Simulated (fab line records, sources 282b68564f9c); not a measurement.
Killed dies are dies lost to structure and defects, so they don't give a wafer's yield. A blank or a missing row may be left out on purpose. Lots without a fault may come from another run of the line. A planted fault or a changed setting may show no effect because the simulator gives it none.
fab line records | flow rit_cmos
record lots=6 wafers=18 last_day=5
route steps=202 shown PRETRO@72 GATE@75 FOX2@80 M1@202
lots that met no fault: from a run of the same line without faults
start_h: hours from the record's first day to the start of the lot's first wafer shown | wait_h: hours since the lot's step before | " the same as in the row above | L1.1+2: a row that stands for several wafers | - no value, or no start given | * or withheld: withheld | < > ~ a bound
route shown NAME@n: a module of which the file shows steps, and the number in the route of the first | usual: mean/standard deviation of fault-free wafers | same: alike in all rows | chamber/n: place in a boat | sites: the reading at each site | _std_site: their standard deviation | _edge_site: outer sites' mean less inner sites' | radius_mm: how far each site lies from the wafer's centre | mask NAME#n: copy n | behind: the tool/chamber that last shaped the wafer | hold: why the lot was held/for how many hours/how that ended | device: the transistor (n, p or np) that didn't switch | end of line: the same wafers' tests at the end of the route | a step without rows: its recipe alone | killed: dies lost to structure and defects at the first sort, not the wafer's yield | map: a wafer's dies, x killed, . not, _ none there
set.NAME: the setting as run; set.NAME@STEP: as run at that earlier step | model.NAME: the simulator's own value behind a step, which no gauge read
lots at some steps of the route; a table a step, a row a wafer
services: from which hour (start_h, from the record's first day; less than 0 if before it) a tool's chamber was out of use, for how many hours, and why
## steps
# step RIT_PRETRO_IMPLANT_08
# recipe species=B energy_kev=45 dose_cm2=1.2e+13 tilt_deg=7
# step RIT_PRETRO_STRIP_09
# recipe chemistry=O2 time_s=180 resist=NOVOLAK platen_temp_c=withheld power_w=500 pressure_mtorr=4000 o2_flow_sccm=4000
# usual drypump_motor_current_A=5.8/0.35
# columns lot.wafer tool chamber start_h wait_h drypump_motor_current_A rf_hours_counter_h
L500.1 plasma_asher-02 0 42.64 0.1 6.2 23
L500.3 " 1 " " 6.0 -
L500.6 " 1 " " 6.0 -
L501.1 plasma_asher-04 1 43.60 0.1 5.2 39
L501.2 " 0 " " 5.7 39
L501.6 " 1 " " 5.2 -
L502.1 plasma_asher-04 1 54.54 0.1 5.2 41
L502.4 " 0 " " 5.7 -
L502.5 " 1 " " 5.2 -
L505.1 plasma_asher-02 0 64.46 0.1 6.2 26
L505.2 " 1 " " 6.0 26
L505.5 " 1 " " 6.0 -
L508.1 plasma_asher-02 1 82.06 0.1 5.9 28
L508.5 " 1 " " 5.9 -
L508.6 " 0 " " 6.2 -
L510.3 plasma_asher-02 0 88.44 0.1 6.2 -
L510.4 " 1 " " 6.0 -
L510.6 " 1 " " 6.0 -
# step RIT_PRETRO_TW_MEAS_10
# usual PRETRO_TW=473.3/2.2
# columns lot.wafer tool chamber start_h wait_h PRETRO_TW
L500.1 film_metro-01 - 42.81 0.1 471.9
L500.3 " - " " 472.2
L500.6 " - " " 473.8
L501.1 film_metro-01 - 43.78 0.1 472.3
L501.2 " - " " 472.7
L501.6 " - " " 473.6
L502.1 film_metro-01 - 54.71 0.1 471.9
L502.4 " - " " 473.3
L502.5 " - " " 473.3
L505.1 film_metro-02 - 64.63 0.1 476.5
L505.2 " - " " 474.4
L505.5 " - " " 475.5
L508.1 film_metro-02 - 82.24 0.1 474.2
L508.5 " - " " 471.5
L508.6 " - " " 474.6
L510.3 film_metro-04 - 88.57 0.1 470.8
L510.4 " - " " 470.1
L510.6 " - " " 470.3
# step RIT_GATE_WET_ETCH_00
# recipe chemistry=BOE target=SiO2 target_depth_nm=56 time_s=60 dry=n2_spin dilution=10:1 temp_c=21.5
# step RIT_GATE_CLEAN_01
# recipe chemistry=SC1 mix=3:3:50 time_s=600 temp_c=75
# step RIT_GATE_CLEAN_02
# recipe chemistry=dHF dilution=50:1 time_s=30
# step RIT_GATE_CLEAN_03
# recipe chemistry=SC2 mix=3:3:50 time_s=600 temp_c=75 dry=n2_spin
# step RIT_GATE_CLEAN_04
# recipe chemistry=dHF dilution=50:1 time_s=60 dry=n2_spin
# step RIT_FOX2_THK_MEAS_91
# recipe reads=SiO2_of_FOX2_OXIDATION_00
# usual FIELD_OXIDE_LEFT_2_THK=257/6.5
# columns lot.wafer tool chamber start_h wait_h FIELD_OXIDE_LEFT_2_THK[nm]
L500.1 film_metro-02 - 43.46 0.0 263
L500.3 " - " " 265
L500.6 " - " " 261
L501.1 film_metro-03 - 44.46 0.0 253
L501.2 " - " " 253
L501.6 " - " " 253
L502.1 film_metro-04 - 55.21 0.0 252
L502.4 " - " " 251
L502.5 " - " " 250
L505.1 film_metro-03 - 65.11 0.0 259
L505.2 " - " " 257
L505.5 " - " " 265
L508.1 film_metro-03 - 82.73 0.0 254
L508.5 " - " " 251
L508.6 " - " " 252
L510.3 film_metro-02 - 89.05 0.0 264
L510.4 " - " " 262
L510.6 " - " " 257
# step RIT_GATE_OXIDATION_05
# recipe temp_c=900 ambient=O2 target_thk_a=30 ox_time_s=270
# step RIT_GATE_ANNEAL_06
# recipe temp_c=900 time_s=600 ambient=N2O
# step RIT_GATE_THK_MEAS_07
# recipe reads=SiO2_of_GATE_OXIDATION_05
# usual GATE_OXIDE_THK=3.01/0.055
# columns lot.wafer tool chamber start_h wait_h GATE_OXIDE_THK[nm]
L500.1 film_metro-03 - 45.60 0.0 3.01
L500.3 " - " " 2.96
L500.6 " - " " 2.91
L501.1 film_metro-02 - 45.85 0.0 3.08
L501.2 " - " " 3.05
L501.6 " - " " 3.02
L502.1 film_metro-04 - 59.92 0.0 3.01
L502.4 " - " " 2.99
L502.5 " - " " 2.99
L505.1 film_metro-03 - 67.82 0.0 3.15
L505.2 " - " " 3.00
L505.5 " - " " 3.14
L508.1 film_metro-02 - 84.12 0.0 2.97
L508.5 " - " " 2.99
L508.6 " - " " 2.95
L510.3 film_metro-03 - 92.41 0.0 2.96
L510.4 " - " " 2.93
L510.6 " - " " 3.00
# step RIT_GATE_CVD_08
# recipe material=poly-Si target_thk_nm=250 temp_c=610 precursor=SiH4 time_s=2220 pressure_mtorr=300 sih4_flow_sccm=100
# columns lot.wafer tool chamber start_h wait_h
L500.1+3+6 lpcvd-02 1 45.66 0.1
L501.1+2+6 lpcvd-01 0 45.91 0.1
L502.1+4+5 lpcvd-01 1 59.98 0.1
L505.1+2+5 lpcvd-02 0 68.56 0.7
L505.1+2+5 lpcvd-01 0 70.52 0.3
L508.1+5+6 lpcvd-01 0 84.18 0.1
L508.1+5+6 lpcvd-02 0 87.10 1.3
L510.3+4+6 lpcvd-02 0 93.74 1.3
# step RIT_GATE_THK_MEAS_09
# recipe reads=poly-Si_of_GATE_CVD_08
# usual GATE_POLY_THK=250.1/2.3
# columns lot.wafer tool chamber start_h wait_h GATE_POLY_THK[nm]
L500.1 film_metro-02 - 47.28 0.0 251.3
L500.3 " - " " 249.7
L500.6 " - " " 250.6
L501.1 film_metro-03 - 47.53 0.0 251.1
L501.2 " - " " 249.5
L501.6 " - " " 251.0
L502.1 film_metro-03 - 61.60 0.0 248.1
L502.4 " - " " 247.9
L502.5 " - " " 249.4
L505.1 film_metro-03 - 72.19 0.1 499.3
L505.2 " - " " 500.1
L505.5 " - " " 502.0
L505.1 film_metro-03 - 72.42 0.2 500.1
L505.2 " - " " 500.6
L505.5 " - " " 501.7
L508.1 film_metro-02 - 88.72 0.0 503.3
L508.5 " - " " 504.5
L508.6 " - " " 503.7
L508.1 film_metro-02 - 88.95 0.2 503.4
L508.5 " - " " 504.9
L508.6 " - " " 503.8
L510.3 film_metro-02 - 95.37 0.0 251.2
L510.4 " - " " 251.4
L510.6 " - " " 250.5
# step RIT_M1_PROBE_99
# usual defect_limited_yield=97.2/1.1 killed_at_contacts=0.1/0.31 killed_at_front_end=7/3 killed_dies=7/3 killed_open=3.8/2.1 killed_short=3.6/1.9 sort_bin_3_pad_short=0.1/0.21 sort_bin_5_function=1.6/0.8 sort_bin_6_memory=1.1/0.66 sort_n_pass=257/3 sort_yield_pct=97.2/1.1
# same gross_dies=264 killed_at_M0_to_M3=0 killed_at_M4_up=0 killed_at_back_side=0 killed_at_other=0
# columns lot.wafer tool chamber start_h wait_h defect_limited_yield[%] killed_at_contacts killed_at_front_end killed_dies killed_open killed_short sort_bin_3_pad_short[%] sort_bin_5_function[%] sort_bin_6_memory[%] sort_n_pass sort_yield_pct[%]
L500.1 prober-02 - 69.69 0.1 95.5 1 11 12 8 4 0 1.9 2.7 252 95.5
L500.3 prober-02 - 69.79 0.2 97.0 0 8 8 3 5 0.4 1.1 1.5 256 97.0
L500.6 prober-02 - 69.94 0.2 96.2 0 10 10 4 6 0 3.0 0.8 254 96.2
L501.1 prober-01 - 71.19 0.1 97.0 0 8 8 4 4 0.4 1.1 1.5 256 97.0
L501.2 prober-01 - 71.24 0.1 97.3 0 7 7 4 3 0 1.5 1.1 257 97.3
L501.6 prober-01 - 71.44 0.2 98.1 0 5 5 1 4 0 0.8 1.1 259 98.1
L502.1 prober-02 - 84.13 0.1 95.5 0 12 12 5 7 0.4 2.3 1.9 252 95.5
L502.4 prober-02 - 84.28 0.2 98.1 0 5 5 3 2 0 0.8 1.1 259 98.1
L502.5 prober-02 - 84.33 0.2 96.6 0 9 9 3 6 0 1.5 1.9 255 96.6
L510.3 prober-02 - 116.98 0.2 96.6 0 9 9 6 3 0 1.5 1.9 255 96.6
L510.4 prober-02 - 117.03 0.2 98.5 0 4 4 1 3 0 1.1 0.4 260 98.5
L510.6 prober-02 - 117.13 0.2 96.6 0 9 9 6 3 0.8 1.9 0.8 255 96.6
# killed by level:class
L500.1 FOX1:geometric_particle:open=4 FOX2:geometric_particle:open=2 FOX1:geometric_particle:short=1 FOX2:geometric_particle:short=1 GATE:geometric_particle:open=1 SILICIDE:geometric_particle:short=1 SILICIDE:geometric_particle:open=1 CONTACT:geometric_particle:short=1
L500.3 SPACER:geometric_particle:short=2 FOX1:geometric_particle:short=1 FOX2:geometric_particle:short=1 FOX2:geometric_particle:open=1 REOX:geometric_particle:open=1 SILICIDE:geometric_particle:open=1 SILICIDE:geometric_particle:short=1
L500.6 SPACER:geometric_particle:short=3 FOX1:geometric_particle:open=2 GATE:geometric_particle:short=2 FOX1:geometric_particle:short=1 GATE:geometric_particle:open=1 REOX:geometric_particle:open=1
L501.1 GATE:geometric_particle:open=3 GATE:geometric_particle:short=2 FOX1:geometric_particle:short=1 FOX1:geometric_particle:open=1 FOX2:geometric_particle:short=1
L501.2 FOX1:geometric_particle:open=2 GATE:geometric_particle:short=2 GATE:geometric_particle:open=2 REOX:geometric_particle:short=1
L501.6 FOX1:geometric_particle:short=2 SILICIDE:geometric_particle:short=2 SILICIDE:geometric_particle:open=1
L502.1 SPACER:geometric_particle:short=5 REOX:geometric_particle:open=3 FOX2:geometric_particle:open=1 FOX2:geometric_particle:short=1 REOX:geometric_particle:short=1 SPACER:geometric_particle:open=1
L502.4 FOX1:geometric_particle:open=1 GATE:geometric_particle:short=1 GATE:geometric_particle:open=1 REOX:geometric_particle:open=1 SPACER:geometric_particle:short=1
L502.5 GATE:geometric_particle:short=4 FOX1:geometric_particle:open=1 FOX2:geometric_particle:short=1 GATE:geometric_particle:open=1 SPACER:geometric_particle:open=1 SPACER:geometric_particle:short=1
L510.3 SILICIDE:geometric_particle:short=3 GATE:geometric_particle:open=2 SILICIDE:geometric_particle:open=2 REOX:geometric_particle:open=1 SPACER:geometric_particle:open=1
L510.4 GATE:geometric_particle:short=1 GATE:geometric_particle:open=1 SPACER:geometric_particle:short=1 SILICIDE:geometric_particle:short=1
L510.6 FOX2:geometric_particle:open=2 SILICIDE:geometric_particle:open=2 FOX1:geometric_particle:open=1 FOX2:geometric_particle:short=1 GATE:geometric_particle:short=1 GATE:geometric_particle:open=1 SPACER:geometric_particle:short=1
## services
# columns tool chamber start_h hours kind
plasma_asher-04 - 19.39 0.9 repair
plasma_asher-04 - 63.69 2.8 pm
lpcvd-01 - 85.79 14.6 pm
## key
first_sign step=RIT_GATE_CVD_08 reading=visit direction=added
effect step=RIT_GATE_THK_MEAS_09 reading=visit direction=added
effect step=RIT_GATE_THK_MEAS_09 reading=GATE_POLY_THK direction=up sigmas=99+ usual=250.1 struck=502.2
met_at RIT_GATE_CVD_08
struck_wafers L505.1,L505.2,L505.5,L508.1,L508.5,L508.6
scrapped_behind RIT_GATE_THK_MEAS_09 L505.1,L505.2,L505.5,L508.1,L508.5,L508.6
fault kind=repeated_step_whole tool=lpcvd-01,lpcvd-02 chamber=- onset_h=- steps=RIT_GATE_CVD_08 times=1 scope=struck_lots_only
